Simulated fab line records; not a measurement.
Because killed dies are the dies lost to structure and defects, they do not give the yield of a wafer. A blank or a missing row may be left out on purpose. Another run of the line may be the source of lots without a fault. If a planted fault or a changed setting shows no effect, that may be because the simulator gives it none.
Which tool is to blame? -- flow ritCmos -- 39 wafers from 13 lots sampled at 3 of the route's 202 steps

WHAT THE GAUGES SHOWED, per wafer
RIT_CONTACT_CD_MEAS_08: the cd target is 1000 nm. Usual: cdNm reads 1000.0 nm (standard deviation 2.2).
lot,measured,on,cdNm (nm),flag
L155,day 3 15:12,cdSem-02,999.2 999.4 1000.6,
L156,day 3 20:27,cdSem-02,996.6 997.2 996.9,
L159,day 4 09:38,cdSem-02,997.4 998.8 999.5,
L160,day 4 20:25,cdSem-02,1001.8 999.7 997.4,
L164,day 5 16:32,cdSem-02,999.6 1001.2 1000.7,
L166,day 6 09:52,cdSem-02,1001.9 1000.2 1003.1,
L168,day 7 01:42,cdSem-01,999.7 999.3 1000.6,
L171,day 7 16:29,cdSem-01,995.9 996.7 997.7,
L172,day 7 17:00,cdSem-01,998.4 997.5 1000.1,
L174,day 8 04:08,cdSem-02,1004.2 1002.6 1004.1,
L175,day 8 01:27,cdSem-01,999.5 1000.3 999.4,
L176,day 8 04:30,cdSem-01,1000.9 1001.0 1000.8,
L177,day 8 05:52,cdSem-01,996.8 996.3 996.2,

EACH LOT AND THE TOOL THAT RAN IT (in order: tool; ch and the chambers of the sampled wafers; start)
lot,RIT_ACTIVE_STRIP_14,RIT_NSD_STRIP_09
L155,"plasmaAsher-01 ch 0,1, day 1 15:11","plasmaAsher-01 ch 0,1, day 3 10:30"
L156,"plasmaAsher-03 ch 0,1, day 1 22:44","plasmaAsher-01 ch 0, day 3 16:11"
L159,"plasmaAsher-01 ch 0,1, day 2 11:59","plasmaAsher-02 ch 0,1, day 4 05:11"
L160,"plasmaAsher-02 ch 0,1, day 2 19:29","plasmaAsher-03 ch 0,1, day 4 16:01"
L164,"plasmaAsher-03 ch 0,1, day 3 14:08","plasmaAsher-01 ch 0,1, day 5 12:01"
L166,"plasmaAsher-02 ch 0,1, day 3 22:40","plasmaAsher-01 ch 0,1, day 6 05:27"
L168,"plasmaAsher-01 ch 0,1, day 4 11:40","plasmaAsher-02 ch 0,1, day 6 21:18"
L171,"plasmaAsher-01 ch 0,1, day 5 02:59","plasmaAsher-03 ch 0,1, day 7 12:04"
L172,"plasmaAsher-03 ch 0,1, day 5 08:45","plasmaAsher-02 ch 0,1, day 7 12:13"
L174,"plasmaAsher-01 ch 0, day 5 14:31","plasmaAsher-02 ch 0, day 7 23:15"
L175,"plasmaAsher-03 ch 0,1, day 5 21:47","plasmaAsher-02 ch 0,1, day 7 20:47"
L176,"plasmaAsher-02 ch 0,1, day 6 04:44","plasmaAsher-03 ch 0,1, day 7 23:35"
L177,"plasmaAsher-02 ch 0,1, day 6 10:23","plasmaAsher-03 ch 0,1, day 8 01:11"
- RIT_ACTIVE_STRIP_14: strips in O2, time 180 s.
- RIT_NSD_STRIP_09: strips in O2, time 180 s.

AS READ BY THE TOOLS THEMSELVES (means over the sampled wafers that have a number; for cases with no such wafer, the mark the record gives instead)
RIT_ACTIVE_STRIP_14. Usual: drypumpMotorCurrentA reads 6.2 A (standard deviation 0.51).
lot,tool,drypumpMotorCurrentA (A),flag
L155,plasmaAsher-01,6.5,
L156,plasmaAsher-03,5.8,
L159,plasmaAsher-01,6.5,
L160,plasmaAsher-02,6.7,
L164,plasmaAsher-03,5.6,
L166,plasmaAsher-02,6.7,
L168,plasmaAsher-01,6.1,
L171,plasmaAsher-01,6.1,
L172,plasmaAsher-03,5.8,
L174,plasmaAsher-01,6.8,
L175,plasmaAsher-03,5.6,
L176,plasmaAsher-02,6.7,
L177,plasmaAsher-02,6.6,

RIT_NSD_STRIP_09. Usual: drypumpMotorCurrentA reads 6.2 A (standard deviation 0.51).
lot,tool,drypumpMotorCurrentA (A),flag
L155,plasmaAsher-01,6.1,
L156,plasmaAsher-01,6.8,
L159,plasmaAsher-02,6.6,
L160,plasmaAsher-03,5.6,
L164,plasmaAsher-01,6.4,
L166,plasmaAsher-01,6.1,
L168,plasmaAsher-02,6.6,
L171,plasmaAsher-03,5.6,
L172,plasmaAsher-02,6.6,
L174,plasmaAsher-02,6.5,
L175,plasmaAsher-02,6.7,
L176,plasmaAsher-03,5.8,
L177,plasmaAsher-03,5.7,

THE ANSWER, worked out from the rows above alone
Rule: take the mean of a lot's wafers that have a number; if it is more than 3 standard deviations from the usual mean, the lot is off. A lot without any number at a reading at which 4 lots or more have one is off too. Any other lot the step has rows for is counted as sound. After the gauges, taken in route order, come the tools' own readings; for these a lot's mean is taken, as printed above. The first step at which some lot is off is used, and at that step the reading that is off furthest; a lot without a number counts as furthest.
Nothing can be told from this: no lot is off at any reading shown.

WHAT THE SIMULATOR PUT IN
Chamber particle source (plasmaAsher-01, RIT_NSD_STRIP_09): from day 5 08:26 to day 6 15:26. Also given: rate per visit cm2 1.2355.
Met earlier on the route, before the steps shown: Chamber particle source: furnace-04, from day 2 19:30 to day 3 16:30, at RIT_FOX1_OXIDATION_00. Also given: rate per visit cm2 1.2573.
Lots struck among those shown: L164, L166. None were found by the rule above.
